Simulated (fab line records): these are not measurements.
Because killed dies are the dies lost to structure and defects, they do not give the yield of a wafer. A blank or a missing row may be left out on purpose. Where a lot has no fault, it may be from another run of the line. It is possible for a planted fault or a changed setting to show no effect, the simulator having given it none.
Which tool was responsible? :: flow berkeley cmos170 :: 15 lots with 45 wafers sampled at 4 steps, on a route of 331 steps

== WHAT THE GAUGES READ, wafer by wafer ==
UCB170_SDANNEAL_RS_MEAS_05: measurement is done with a four-point probe. Usual: NLDD_RS typically reads 615.1 ohm/sq, with standard deviation 1.4.
lot: L320
measured: day 6 18:17
on: film metro-02
NLDD_RS (ohm/sq): 614.6 615.1 614.7
flag: 

lot: L321
measured: day 6 17:59
on: film metro-04
NLDD_RS (ohm/sq): 613.8 616.3 615.0
flag: 

lot: L324
measured: day 7 02:26
on: film metro-02
NLDD_RS (ohm/sq): 614.9 613.9 615.0
flag: 

lot: L332
measured: day 9 14:43
on: film metro-01
NLDD_RS (ohm/sq): 613.3 615.0 614.4
flag: 

lot: L333
measured: day 9 14:33
on: film metro-04
NLDD_RS (ohm/sq): 616.7 617.6 617.1
flag: 

lot: L334
measured: day 9 18:27
on: film metro-01
NLDD_RS (ohm/sq): 615.6 616.8 614.4
flag: 

lot: L335
measured: day 10 01:24
on: film metro-04
NLDD_RS (ohm/sq): 616.4 616.5 615.0
flag: 

lot: L336
measured: day 10 10:22
on: film metro-01
NLDD_RS (ohm/sq): 617.0 615.6 616.9
flag: 

lot: L339
measured: day 10 23:14
on: film metro-04
NLDD_RS (ohm/sq): 615.2 614.6 612.9
flag: 

lot: L340
measured: day 11 06:17
on: film metro-01
NLDD_RS (ohm/sq): 615.6 616.4 617.8
flag: 

lot: L341
measured: day 11 06:52
on: film metro-02
NLDD_RS (ohm/sq): 613.0 612.9 613.1
flag: 

lot: L343
measured: day 11 23:44
on: film metro-04
NLDD_RS (ohm/sq): 613.6 613.5 613.9
flag: 

UCB170_M1_THK_MEAS_02: measures by xrf. Usual: M1_AL_THK typically reads 593 nm, with standard deviation 7.5.
lot: L320
measured: day 7 01:18
on: film metro-01
M1_AL_THK (nm): 585 585 585
flag: 

lot: L321
measured: day 6 23:14
on: film metro-02
M1_AL_THK (nm): 597 600 601
flag: 

lot: L324
measured: day 7 07:37
on: film metro-01
M1_AL_THK (nm): 595 587 586
flag: 

lot: L332
measured: day 9 20:40
on: film metro-02
M1_AL_THK (nm): 606 589 604
flag: 

lot: L333
measured: day 9 19:50
on: film metro-01
M1_AL_THK (nm): 587 590 596
flag: 

lot: L334
measured: day 10 01:32
on: film metro-02
M1_AL_THK (nm): 586 587 602
flag: 

lot: L335
measured: day 10 08:50
on: film metro-02
M1_AL_THK (nm): 601 597 612
flag: 

lot: L336
measured: day 10 16:14
on: film metro-02
M1_AL_THK (nm): 592 595 588
flag: 

lot: L339
measured: day 11 07:40
on: film metro-01
M1_AL_THK (nm): 592 585 592
flag: 

lot: L340
measured: day 11 11:55
on: film metro-02
M1_AL_THK (nm): 604 599 596
flag: 

lot: L341
measured: day 11 13:05
on: film metro-01
M1_AL_THK (nm): 590 586 577
flag: 

lot: L343
measured: day 12 07:24
on: film metro-01
M1_AL_THK (nm): 593 604 599
flag: 

== WHAT TOOL EACH LOT RAN ON (gives the tool, then ch and the chambers of the sampled wafers, and finally the start) ==
lot: L320
UCB170_ZERO_STRIP_07: plasma asher-04 ch 0,1, day 1 17:52
UCB170_SCREENOX_ANNEAL_03: furnace-04 ch 0, day 5 08:25

lot: L321
UCB170_ZERO_STRIP_07: plasma asher-04 ch 1, day 2 00:55
UCB170_SCREENOX_ANNEAL_03: furnace-04 ch 0, day 5 08:25

lot: L324
UCB170_ZERO_STRIP_07: plasma asher-04 ch 0,1, day 2 13:59
UCB170_SCREENOX_ANNEAL_03: furnace-02 ch 0, day 5 18:06

lot: L327
UCB170_ZERO_STRIP_07: plasma asher-03 ch 0,1, day 3 05:40
UCB170_SCREENOX_ANNEAL_03: furnace-02, day 7 01:10

lot: L328
UCB170_ZERO_STRIP_07: plasma asher-04 ch 0,1, day 3 15:23
UCB170_SCREENOX_ANNEAL_03: furnace-01, day 7 07:39

lot: L329
UCB170_ZERO_STRIP_07: plasma asher-03 ch 0,1, day 3 17:56
UCB170_SCREENOX_ANNEAL_03: furnace-01, day 7 07:39

lot: L332
UCB170_ZERO_STRIP_07: plasma asher-04 ch 0,1, day 4 06:17
UCB170_SCREENOX_ANNEAL_03: furnace-02 ch 0, day 8 05:25

lot: L333
UCB170_ZERO_STRIP_07: plasma asher-04 ch 0,1, day 4 08:41
UCB170_SCREENOX_ANNEAL_03: furnace-02 ch 0, day 8 05:25

lot: L334
UCB170_ZERO_STRIP_07: plasma asher-03 ch 0,1, day 4 18:44
UCB170_SCREENOX_ANNEAL_03: furnace-01 ch 0, day 8 11:38

lot: L335
UCB170_ZERO_STRIP_07: plasma asher-04 ch 0,1, day 4 20:33
UCB170_SCREENOX_ANNEAL_03: furnace-02 ch 0, day 8 17:25

lot: L336
UCB170_ZERO_STRIP_07: plasma asher-01 ch 0,1, day 5 02:44
UCB170_SCREENOX_ANNEAL_03: furnace-02 ch 0, day 9 03:05

lot: L339
UCB170_ZERO_STRIP_07: plasma asher-03 ch 0,1, day 5 17:13
UCB170_SCREENOX_ANNEAL_03: furnace-02 ch 0, day 9 15:31

lot: L340
UCB170_ZERO_STRIP_07: plasma asher-03 ch 0,1, day 6 00:46
UCB170_SCREENOX_ANNEAL_03: furnace-02 ch 0, day 10 00:38

lot: L341
UCB170_ZERO_STRIP_07: plasma asher-04 ch 0,1, day 6 05:20
UCB170_SCREENOX_ANNEAL_03: furnace-02 ch 0, day 10 00:38

lot: L343
UCB170_ZERO_STRIP_07: plasma asher-03 ch 0,1, day 6 13:44
UCB170_SCREENOX_ANNEAL_03: furnace-02 ch 0, day 10 10:53
- UCB170_ZERO_STRIP_07: strips in O2.
- UCB170_SCREENOX_ANNEAL_03: time 900 s.

== WHAT THE TOOLS THEMSELVES READ (means of the sampled wafers that have a number; where no wafer has one, the mark that the record gives instead) ==
UCB170_ZERO_STRIP_07. Usual: drypump motor current A 5.5 A, standard deviation 0.67; oes product au 0.727 a.u., standard deviation 0.0048; strip time to endpoint s 21.50 s, standard deviation 0.076.
lot: L320
tool: plasma asher-04
drypump motor current A (A): 5.6
oes product au (a.u.): 0.727
strip time to endpoint s (s): 21.49
flag: 

lot: L321
tool: plasma asher-04
drypump motor current A (A): 6.0
oes product au (a.u.): 0.725
strip time to endpoint s (s): 21.40
flag: 

lot: L324
tool: plasma asher-04
drypump motor current A (A): 5.6
oes product au (a.u.): 0.727
strip time to endpoint s (s): 21.48
flag: 

lot: L327
tool: plasma asher-03
drypump motor current A (A): 5.5
oes product au (a.u.): 0.731
strip time to endpoint s (s): 21.40
flag: 

lot: L328
tool: plasma asher-04
drypump motor current A (A): 5.6
oes product au (a.u.): 0.726
strip time to endpoint s (s): 21.59
flag: 

lot: L329
tool: plasma asher-03
drypump motor current A (A): 5.5
oes product au (a.u.): 0.728
strip time to endpoint s (s): 21.54
flag: 

lot: L332
tool: plasma asher-04
drypump motor current A (A): 5.1
oes product au (a.u.): 0.729
strip time to endpoint s (s): 21.55
flag: 

lot: L333
tool: plasma asher-04
drypump motor current A (A): 5.2
oes product au (a.u.): 0.725
strip time to endpoint s (s): 21.44
flag: 

lot: L334
tool: plasma asher-03
drypump motor current A (A): 6.0
oes product au (a.u.): 0.729
strip time to endpoint s (s): 21.44
flag: 

lot: L335
tool: plasma asher-04
drypump motor current A (A): 5.2
oes product au (a.u.): 0.735
strip time to endpoint s (s): 21.62
flag: 

lot: L336
tool: plasma asher-01
drypump motor current A (A): 5.2
oes product au (a.u.): 0.727
strip time to endpoint s (s): 21.59
flag: 

lot: L339
tool: plasma asher-03
drypump motor current A (A): 6.0
oes product au (a.u.): 0.728
strip time to endpoint s (s): 21.47
flag: 

lot: L340
tool: plasma asher-03
drypump motor current A (A): 6.0
oes product au (a.u.): 0.725
strip time to endpoint s (s): 21.46
flag: 

lot: L341
tool: plasma asher-04
drypump motor current A (A): 5.2
oes product au (a.u.): 0.731
strip time to endpoint s (s): 21.59
flag: 

lot: L343
tool: plasma asher-03
drypump motor current A (A): 6.0
oes product au (a.u.): 0.727
strip time to endpoint s (s): 21.57
flag: 

UCB170_SCREENOX_ANNEAL_03. Usual: spike tc centre C 902.8 C, standard deviation 1.7; spike tc load C 924.6 C, standard deviation 1.3; spike tc source C 929 C, standard deviation 3.2; zone power load pct 27.5 %, standard deviation 2.8; zone power source pct 23.5 %, standard deviation 1.2.
lot: L320
tool: furnace-04
spike tc centre C (C): 904.6
spike tc load C (C): 926.5
spike tc source C (C): 926
zone power load pct (%): 25.8
zone power source pct (%): 24.8
flag: 

lot: L321
tool: furnace-04
spike tc centre C (C): 903.0
spike tc load C (C): 927.3
spike tc source C (C): 926
zone power load pct (%): 25.8
zone power source pct (%): 25.0
flag: 

lot: L324
tool: furnace-02
spike tc centre C (C): 903.2
spike tc load C (C): 924.9
spike tc source C (C): 931
zone power load pct (%): 26.0
zone power source pct (%): 22.8
flag: 

lot: L327
tool: furnace-02
spike tc centre C (C): -
spike tc load C (C): -
spike tc source C (C): -
zone power load pct (%): -
zone power source pct (%): -
flag: OFF

lot: L328
tool: furnace-01
spike tc centre C (C): -
spike tc load C (C): -
spike tc source C (C): -
zone power load pct (%): -
zone power source pct (%): -
flag: OFF

lot: L329
tool: furnace-01
spike tc centre C (C): -
spike tc load C (C): -
spike tc source C (C): -
zone power load pct (%): -
zone power source pct (%): -
flag: OFF

lot: L332
tool: furnace-02
spike tc centre C (C): 903.2
spike tc load C (C): 924.2
spike tc source C (C): 931
zone power load pct (%): 25.9
zone power source pct (%): 22.6
flag: 

lot: L333
tool: furnace-02
spike tc centre C (C): 902.5
spike tc load C (C): 923.1
spike tc source C (C): 930
zone power load pct (%): 26.2
zone power source pct (%): 22.5
flag: 

lot: L334
tool: furnace-01
spike tc centre C (C): 900.0
spike tc load C (C): 925.6
spike tc source C (C): 925
zone power load pct (%): 32.2
zone power source pct (%): 25.2
flag: 

lot: L335
tool: furnace-02
spike tc centre C (C): 903.7
spike tc load C (C): 923.5
spike tc source C (C): 930
zone power load pct (%): 26.0
zone power source pct (%): 22.8
flag: 

lot: L336
tool: furnace-02
spike tc centre C (C): 903.6
spike tc load C (C): 923.7
spike tc source C (C): 931
zone power load pct (%): 25.9
zone power source pct (%): 22.7
flag: 

lot: L339
tool: furnace-02
spike tc centre C (C): 903.9
spike tc load C (C): 924.1
spike tc source C (C): 931
zone power load pct (%): 25.8
zone power source pct (%): 22.7
flag: 

lot: L340
tool: furnace-02
spike tc centre C (C): 902.8
spike tc load C (C): 924.4
spike tc source C (C): 930
zone power load pct (%): 25.8
zone power source pct (%): 22.7
flag: 

lot: L341
tool: furnace-02
spike tc centre C (C): 903.4
spike tc load C (C): 923.0
spike tc source C (C): 930
zone power load pct (%): 25.7
zone power source pct (%): 22.7
flag: 

lot: L343
tool: furnace-02
spike tc centre C (C): 904.0
spike tc load C (C): 923.7
spike tc source C (C): 931
zone power load pct (%): 26.0
zone power source pct (%): 22.3
flag: 

== THE ANSWER, worked out from the rows above alone ==
Rule: a lot is off if the mean of its wafers that have a number lies more than 3 standard deviations from the usual mean. A lot without any number at a reading at which 4 lots or more have one is off too. Any other lot the step has rows for is counted as sound. After the gauges, taken in route order, come the tools' own readings; for these a lot's mean is taken, as printed above. At the first step where some lot is off, the reading lying furthest off is the one used; lots without a number count as furthest.
Off at UCB170_SCREENOX_ANNEAL_03 (spike tc centre C): L327, L328, L329. Without a number there: L327, L328, L329.
If a tool, at that step or one of the process steps before it, ran each lot that is off and ran no sound lot following the first of them, it fits. No candidate that was tried fits.

== WHAT THE SIMULATOR PUT IN ==
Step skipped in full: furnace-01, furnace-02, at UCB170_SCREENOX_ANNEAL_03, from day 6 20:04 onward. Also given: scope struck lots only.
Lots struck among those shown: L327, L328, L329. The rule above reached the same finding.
